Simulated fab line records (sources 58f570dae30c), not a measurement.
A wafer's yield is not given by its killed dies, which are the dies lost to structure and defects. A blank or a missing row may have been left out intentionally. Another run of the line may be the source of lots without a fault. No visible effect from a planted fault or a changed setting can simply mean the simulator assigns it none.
fab line records -- flow berkeley_cmos170
record: lots: 14, wafers: 42, last_day: 12
route steps=331 shown M1@252 V1@267 V2@306 M3@325
lots with no fault: from the same line, run without faults
start_h: start of the lot's first displayed wafer, in hours after the record's first day -- wait_h: hours since the lot's step before -- " repeats the value in the row above -- L1.1+2: a row that stands for several wafers -- - no value, or no start was given -- * or withheld: withheld -- < > ~ a bound
route shown NAME@n: names a module that has steps shown in the file, with the first one's number in the route -- usual: average and standard deviation across the fault-free wafers -- same: alike in all rows -- chamber/n: place in a boat -- sites: per-site readings -- _std_site: their standard deviation -- _edge_site: mean of outer sites minus mean of inner sites -- radius_mm: how far each site lies from the wafer's centre -- mask NAME#n: copy n -- behind: the most recent tool/chamber to have shaped the wafer -- hold: what put the lot on hold/how long, in hours/how the hold closed -- device: names the non-switching transistor (n, p or np) -- end of line: tests of these same wafers at the route's end -- a step given without rows: its recipe and nothing more -- killed: the dies lost at the first sort to structure and to defects; this is not the yield of the wafer -- map: per-die view of a wafer (x killed, . not killed, _ where there is no die)
set.NAME: the run value of the setting; set.NAME@STEP: its run value at that earlier step -- model.NAME: the simulator's own value behind a step, which no gauge read
route steps across a sampled set of lots; one table per step, one row per wafer
services: a tool's chamber out of use, with start hour (start_h, from the record's first day; less than 0 if before it), hours out, and reason
== steps ==
step: UCB170_M1_CD_MEAS_90
recipe: target_cd_nm: 700
usual: cd_nm: 700.4/2.8
lot.wafer,tool,chamber,start_h,wait_h,cd_nm
L833.1,cd_sem-01,-,144.55,0.1,695.9
L833.3,cd_sem-01,-,144.55,0.1,692.9
L833.6,cd_sem-01,-,144.55,0.1,694.6
L835.2,cd_sem-01,-,169.51,0.1,699.2
L835.4,cd_sem-01,-,169.51,0.1,696.5
L835.5,cd_sem-01,-,169.51,0.1,700.8
L834.1,cd_sem-01,-,169.61,0.1,701.1
L834.2,cd_sem-01,-,169.61,0.1,697.5
L834.4,cd_sem-01,-,169.61,0.1,699.2
L836.1,cd_sem-01,-,172.26,0.1,696.8
L836.2,cd_sem-01,-,172.26,0.1,702.5
L836.3,cd_sem-01,-,172.26,0.1,699.7
L840.1,cd_sem-01,-,182.37,0.1,699.4
L840.5,cd_sem-01,-,182.37,0.1,698.5
L840.6,cd_sem-01,-,182.37,0.1,698.5
L839.1,cd_sem-01,-,183.78,0.1,702.7
L839.4,cd_sem-01,-,183.78,0.1,696.8
L839.6,cd_sem-01,-,183.78,0.1,700.6
L842.1,cd_sem-02,-,187.36,0.1,699.1
L842.3,cd_sem-02,-,187.36,0.1,702.0
L842.6,cd_sem-02,-,187.36,0.1,700.0
L846.1,cd_sem-02,-,227.55,0.1,702.6
L846.3,cd_sem-02,-,227.55,0.1,695.7
L846.5,cd_sem-02,-,227.55,0.1,699.8
L847.1,cd_sem-02,-,237.07,0.1,701.0
L847.3,cd_sem-02,-,237.07,0.1,703.2
L847.5,cd_sem-02,-,237.07,0.1,702.4
L851.3,cd_sem-01,-,243.37,0.1,704.4
L851.5,cd_sem-01,-,243.37,0.1,703.1
L851.6,cd_sem-01,-,243.37,0.1,703.8
L853.1,cd_sem-01,-,249.89,0.1,698.1
L853.4,cd_sem-01,-,249.89,0.1,699.6
L853.5,cd_sem-01,-,249.89,0.1,700.3
L856.2,cd_sem-02,-,267.06,0.1,698.6
L856.4,cd_sem-02,-,267.06,0.1,700.0
L856.5,cd_sem-02,-,267.06,0.1,697.4
L855.3,cd_sem-01,-,267.72,0.1,701.5
L855.4,cd_sem-01,-,267.72,0.1,697.3
L855.6,cd_sem-01,-,267.72,0.1,698.6
L854.2,cd_sem-02,-,269.38,0.1,701.5
L854.3,cd_sem-02,-,269.38,0.1,698.5
L854.4,cd_sem-02,-,269.38,0.1,699.2
step: UCB170_V1_OVL_MEAS_13
usual: V1_OVL: -1/4.5
lot.wafer,tool,chamber,start_h,wait_h,V1_OVL[nm]
L833.1,overlay-01,-,149.34,0.1,1
L833.3,overlay-01,-,149.34,0.1,-2
L833.6,overlay-01,-,149.34,0.1,-1
L835.2,overlay-02,-,175.17,0.1,-8
L835.4,overlay-02,-,175.17,0.1,-4
L835.5,overlay-02,-,175.17,0.1,-6
L834.1,overlay-02,-,175.36,0.1,-8
L834.2,overlay-02,-,175.36,0.1,-7
L834.4,overlay-02,-,175.36,0.1,-4
L836.1,overlay-02,-,180.15,0.1,-3
L836.2,overlay-02,-,180.15,0.1,-4
L836.3,overlay-02,-,180.15,0.1,-11
L840.1,overlay-01,-,188.05,0.1,-10
L840.5,overlay-01,-,188.05,0.1,-1
L840.6,overlay-01,-,188.05,0.1,4
L839.1,overlay-02,-,188.59,0.1,-5
L839.4,overlay-02,-,188.59,0.1,-11
L839.6,overlay-02,-,188.59,0.1,-8
L842.1,overlay-01,-,196.47,0.1,6
L842.3,overlay-01,-,196.47,0.1,0
L842.6,overlay-01,-,196.47,0.1,2
L846.1,overlay-01,-,232.49,0.1,1
L846.3,overlay-01,-,232.49,0.1,-3
L846.5,overlay-01,-,232.49,0.1,-2
L847.1,overlay-01,-,246.62,0.1,6
L847.3,overlay-01,-,246.62,0.1,5
L847.5,overlay-01,-,246.62,0.1,4
L851.3,overlay-02,-,248.14,0.1,-6
L851.5,overlay-02,-,248.14,0.1,-2
L851.6,overlay-02,-,248.14,0.1,-3
L853.1,overlay-01,-,256.37,0.1,-5
L853.4,overlay-01,-,256.37,0.1,-4
L853.5,overlay-01,-,256.37,0.1,2
L856.2,overlay-01,-,275.45,0.1,2
L856.4,overlay-01,-,275.45,0.1,0
L856.5,overlay-01,-,275.45,0.1,8
L854.2,overlay-01,-,275.57,0.1,-6
L854.3,overlay-01,-,275.57,0.1,-5
L854.4,overlay-01,-,275.57,0.1,-3
L855.3,overlay-01,-,275.74,0.1,1
L855.4,overlay-01,-,275.74,0.1,2
L855.6,overlay-01,-,275.74,0.1,3
step: UCB170_V2_ETCH_14
recipe: chemistry: CHF3/CF4/Ar, target: SiO2, stop_on: Al, CHF3_flow_sccm: 45, cf4_flow_sccm: 15, Ar_flow_sccm: 150, pressure_mtorr: 200, rf_w: 700, target_depth_a: 12500, over_etch_frac: 0.25, time_s: 295.2
usual: chamber_pressure_mTorr: 200.01/0.17, drypump_motor_current_A: 5.8/0.47, oes_product_au: 0.871/0.01, throttle_valve_pct: 7.02/0.093
same: time_s: 295.2
lot.wafer,tool,chamber,start_h,wait_h,chamber_pressure_mTorr,drypump_motor_current_A,oes_product_au,rf_hours_counter_h,throttle_valve_pct
L833.1,rie_diel-03,2,155.76,0.0,200.02,5.7,0.876,117,6.97
L833.3,rie_diel-03,3,155.76,0.0,200.04,5.7,0.868,47,6.94
L833.6,rie_diel-03,0,155.76,0.0,199.95,6.4,0.881,-,6.95
L835.2,rie_diel-01,3,181.22,0.0,200.21,6.1,0.902,49,6.99
L835.4,rie_diel-01,1,181.22,0.0,199.87,6.4,0.878,26,7.03
L835.5,rie_diel-01,2,181.22,0.0,199.93,5.9,0.868,-,7.12
L834.1,rie_diel-01,3,181.82,0.0,199.98,6.1,0.898,49,6.98
L834.2,rie_diel-01,2,181.82,0.0,200.17,5.9,0.868,85,7.11
L834.4,rie_diel-01,1,181.82,0.0,199.79,6.4,0.868,26,7.02
L836.1,rie_diel-04,1,185.65,0.0,199.92,5.0,0.870,144,7.03
L836.2,rie_diel-04,3,185.65,0.0,199.92,5.9,0.853,32,6.84
L836.3,rie_diel-04,2,185.65,0.0,199.89,5.1,0.864,44,7.06
L840.1,rie_diel-04,0,195.78,0.0,200.11,5.7,0.869,36,7.09
L840.5,rie_diel-04,3,195.78,0.0,199.60,5.9,0.872,-,6.82
L840.6,rie_diel-04,0,195.78,0.0,199.95,5.7,0.872,-,7.09
L839.1,rie_diel-04,1,196.48,0.0,200.04,5.0,0.767,145,7.02
L839.4,rie_diel-04,2,196.48,0.0,200.15,5.1,0.771,45,7.07
L839.6,rie_diel-04,2,196.48,0.0,199.69,5.1,0.763,-,7.08
L842.1,rie_diel-04,3,204.04,0.0,199.98,5.9,0.757,34,6.82
L842.3,rie_diel-04,0,204.04,0.0,199.62,5.7,0.775,37,7.11
L842.6,rie_diel-04,2,204.04,0.0,199.85,5.1,0.769,-,7.05
L846.1,rie_diel-01,2,238.80,0.0,199.97,5.9,0.877,87,7.13
L846.3,rie_diel-01,1,238.80,0.0,200.10,6.3,0.876,28,7.03
L846.5,rie_diel-01,3,238.80,0.0,200.17,6.1,0.896,-,6.97
L847.1,rie_diel-03,3,252.62,0.0,199.92,5.7,0.869,51,6.93
L847.3,rie_diel-03,1,252.62,0.0,199.73,6.3,0.861,82,7.17
L847.5,rie_diel-03,0,252.62,0.0,200.17,6.4,0.870,-,6.93
L851.3,rie_diel-01,3,253.81,0.0,199.97,6.1,0.892,51,6.96
L851.5,rie_diel-01,0,253.81,0.0,199.99,6.1,0.880,-,7.00
L851.6,rie_diel-01,3,253.81,0.0,199.89,6.1,0.900,-,6.99
L853.1,rie_diel-03,0,262.48,0.0,200.07,6.4,0.874,8,6.94
L853.4,rie_diel-03,3,262.48,0.0,200.02,5.7,0.870,52,6.95
L853.5,rie_diel-03,3,262.48,0.0,200.02,5.7,0.861,-,6.95
L856.2,rie_diel-04,3,281.52,0.0,199.77,5.9,0.857,38,6.82
L856.4,rie_diel-04,1,281.52,0.0,199.78,5.0,0.900,0,7.02
L856.5,rie_diel-04,0,281.52,0.0,200.18,5.7,0.868,-,7.09
L854.2,rie_diel-04,1,282.20,0.0,199.75,5.0,0.891,0,7.01
L854.3,rie_diel-04,3,282.20,0.0,200.27,5.8,0.867,38,6.83
L854.4,rie_diel-04,0,282.20,0.0,199.89,5.7,0.873,42,7.11
L855.3,rie_diel-01,3,282.32,0.0,200.08,6.2,0.901,52,6.98
L855.4,rie_diel-01,2,282.32,0.0,200.28,5.9,0.879,89,7.12
L855.6,rie_diel-01,2,282.32,0.0,200.40,6.0,0.867,-,7.11
step: UCB170_V2_STRIP_15
recipe: chemistry: O2, power_w: 400, pressure_mtorr: 3500, platen_temp_c: withheld, o2_flow_sccm: 400, overash_fraction: 0.5
usual: chamber_pressure_mTorr: 3500/3.4, drypump_motor_current_A: 5.6/0.44, oes_product_au: 0.721/0.0044, strip_time_to_endpoint_s: 15.24/0.13
lot.wafer,tool,chamber,start_h,wait_h,chamber_pressure_mTorr,drypump_motor_current_A,oes_product_au,rf_hours_counter_h,strip_time_to_endpoint_s
L833.1,plasma_asher-01,0,155.94,0.1,3507,6.0,0.718,48,15.12
L833.3,plasma_asher-01,0,155.94,0.1,3500,6.0,0.720,-,15.26
L833.6,plasma_asher-01,0,155.94,0.1,3502,6.0,0.716,-,15.27
L835.2,plasma_asher-03,0,181.40,0.1,3502,5.1,0.722,7,15.32
L835.4,plasma_asher-03,0,181.40,0.1,3503,5.0,0.722,-,15.20
L835.5,plasma_asher-03,1,181.40,0.1,3504,5.8,0.724,-,15.07
L834.1,plasma_asher-01,0,182.00,0.1,3505,6.0,0.729,51,15.23
L834.2,plasma_asher-01,1,182.00,0.1,3503,5.2,0.726,51,15.13
L834.4,plasma_asher-01,1,182.00,0.1,3493,5.2,0.718,-,15.16
L836.1,plasma_asher-03,1,185.83,0.1,3499,5.8,0.718,8,15.15
L836.2,plasma_asher-03,0,185.83,0.1,3499,5.0,0.722,8,15.21
L836.3,plasma_asher-03,0,185.83,0.1,3501,5.1,0.722,-,15.11
L840.1,plasma_asher-03,1,195.96,0.1,3499,5.8,0.722,9,15.26
L840.5,plasma_asher-03,0,195.96,0.1,3500,5.0,0.715,-,15.30
L840.6,plasma_asher-03,1,195.96,0.1,3501,5.8,0.720,-,15.15
L839.1,plasma_asher-01,0,196.65,0.1,3496,6.0,0.721,53,17.62
L839.4,plasma_asher-01,1,196.65,0.1,3504,5.2,0.727,-,17.56
L839.6,plasma_asher-01,0,196.65,0.1,3504,6.0,0.726,-,17.51
L842.1,plasma_asher-03,0,204.22,0.1,3502,5.0,0.724,10,17.60
L842.3,plasma_asher-03,0,204.22,0.1,3500,5.1,0.722,-,17.60
L842.6,plasma_asher-03,1,204.22,0.1,3500,5.8,0.727,-,17.59
L846.1,plasma_asher-03,0,238.98,0.1,3509,5.0,0.714,14,15.23
L846.3,plasma_asher-03,1,238.98,0.1,3496,5.8,0.725,-,15.39
L846.5,plasma_asher-03,1,238.98,0.1,3493,5.8,0.721,-,15.43
L847.1,plasma_asher-03,1,252.80,0.1,3495,5.9,0.726,16,15.22
L847.3,plasma_asher-03,1,252.80,0.1,3504,5.8,0.723,-,15.26
L847.5,plasma_asher-03,0,252.80,0.1,3499,5.1,0.725,-,15.28
L851.3,plasma_asher-02,1,254.02,0.1,3497,5.8,0.717,-,15.51
L851.5,plasma_asher-02,1,254.02,0.1,3502,5.8,0.712,-,15.17
L851.6,plasma_asher-02,0,254.02,0.1,3501,6.2,0.720,-,15.42
L853.1,plasma_asher-03,1,262.66,0.1,3499,5.8,0.720,17,15.27
L853.4,plasma_asher-03,1,262.66,0.1,3498,5.8,0.723,-,15.29
L853.5,plasma_asher-03,0,262.66,0.1,3504,5.0,0.717,-,15.20
L856.2,plasma_asher-03,1,281.70,0.1,3498,5.8,0.719,19,15.14
L856.4,plasma_asher-03,0,281.70,0.1,3494,5.1,0.725,-,15.46
L856.5,plasma_asher-03,1,281.70,0.1,3502,5.8,0.722,-,15.17
L854.2,plasma_asher-02,1,282.38,0.1,3496,5.8,0.720,53,15.53
L854.3,plasma_asher-02,0,282.38,0.1,3498,6.2,0.722,-,15.20
L854.4,plasma_asher-02,1,282.38,0.1,3499,5.8,0.728,-,15.32
L855.3,plasma_asher-03,0,282.53,0.1,3499,5.0,0.724,-,15.39
L855.4,plasma_asher-03,1,282.53,0.1,3498,5.8,0.729,-,15.08
L855.6,plasma_asher-03,0,282.53,0.1,3503,5.0,0.725,-,15.10
step: UCB170_M3_OVL_MEAS_16
usual: M3_OVL: -1/5.4
lot.wafer,tool,chamber,start_h,wait_h,M3_OVL[nm]
L833.1,overlay-02,-,158.20,0.1,-4
L833.3,overlay-02,-,158.20,0.1,-6
L833.6,overlay-02,-,158.20,0.1,-4
L835.2,overlay-02,-,184.46,0.1,2
L835.4,overlay-02,-,184.46,0.1,3
L835.5,overlay-02,-,184.46,0.1,6
L834.1,overlay-02,-,184.99,0.1,-2
L834.2,overlay-02,-,184.99,0.1,1
L834.4,overlay-02,-,184.99,0.1,-2
L836.1,overlay-02,-,188.31,0.1,-2
L836.2,overlay-02,-,188.31,0.1,-1
L836.3,overlay-02,-,188.31,0.1,-6
L840.1,overlay-02,-,199.94,0.1,2
L840.5,overlay-02,-,199.94,0.1,6
L840.6,overlay-02,-,199.94,0.1,10
L846.1,overlay-01,-,241.80,0.1,4
L846.3,overlay-01,-,241.80,0.1,-2
L846.5,overlay-01,-,241.80,0.1,5
L847.1,overlay-02,-,256.65,0.1,-2
L847.3,overlay-02,-,256.65,0.1,0
L847.5,overlay-02,-,256.65,0.1,1
L851.3,overlay-01,-,256.88,0.1,-4
L851.5,overlay-01,-,256.88,0.1,-3
L851.6,overlay-01,-,256.88,0.1,-7
L853.1,overlay-02,-,265.57,0.1,0
L853.4,overlay-02,-,265.57,0.1,-1
L853.5,overlay-02,-,265.57,0.1,1
L856.2,overlay-01,-,284.30,0.1,-8
L856.4,overlay-01,-,284.30,0.1,-1
L856.5,overlay-01,-,284.30,0.1,-1
L854.2,overlay-01,-,285.64,0.1,-8
L854.3,overlay-01,-,285.64,0.1,1
L854.4,overlay-01,-,285.64,0.1,5
L855.3,overlay-02,-,285.77,0.1,-5
L855.4,overlay-02,-,285.77,0.1,-8
L855.6,overlay-02,-,285.77,0.1,-14
== services ==
tool,chamber,start_h,hours,kind
rie_diel-03,-,135.07,0.9,repair
rie_diel-04,0,140.79,2.0,repair
rie_diel-04,1,147.02,4.0,repair
plasma_asher-02,-,151.98,11.8,pm
rie_diel-03,-,176.63,1.1,repair
rie_diel-01,-,195.39,28.1,pm
plasma_asher-02,-,200.08,15.6,pm
plasma_asher-02,-,215.68,2.8,pm
rie_diel-03,3,223.25,16.6,repair
rie_diel-01,-,232.02,1.2,repair
rie_diel-04,1,233.14,3.9,repair
plasma_asher-01,-,243.59,14.6,pm
rie_diel-04,1,253.47,1.8,repair
rie_diel-04,1,255.23,-,clean
rie_diel-04,1,255.23,25.6,scheduled_down
rie_diel-04,1,255.23,25.6,vent_cycle
== key ==
first_sign: step: UCB170_V2_ETCH_14, reading: oes_product_au, direction: down, sigmas: 10, usual: 0.871, struck: 0.767
effect: step: UCB170_V2_STRIP_15, reading: strip_time_to_endpoint_s, direction: up, sigmas: 18, usual: *, struck: *
met_at UCB170_V2_ETCH_14
struck_lots L839,L842
later_rows_left_out L839.1,L839.4,L839.6,L842.1,L842.3,L842.6
sort_left_out L839.1,L839.4,L839.6,L842.1,L842.3,L842.6
not_acting_at UCB170_M1_CD_MEAS_90,UCB170_V1_OVL_MEAS_13,UCB170_M3_OVL_MEAS_16
onset_between 195.78 196.48
fault: kind: process_parameter_drift, tool: rie_diel-04, chamber: -, onset_h: 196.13, steps: UCB170_V2_ETCH_14, channel: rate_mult, offset: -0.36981, shape: step, end_h: 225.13
sort_left_out: the simulated sort isn't trusted on such a fault, so these wafers' sort isn't shown, and their yield isn't known
later_rows_left_out: the simulator's readings of these wafers behind a module that went badly wrong aren't trusted and aren't shown, but for the sort
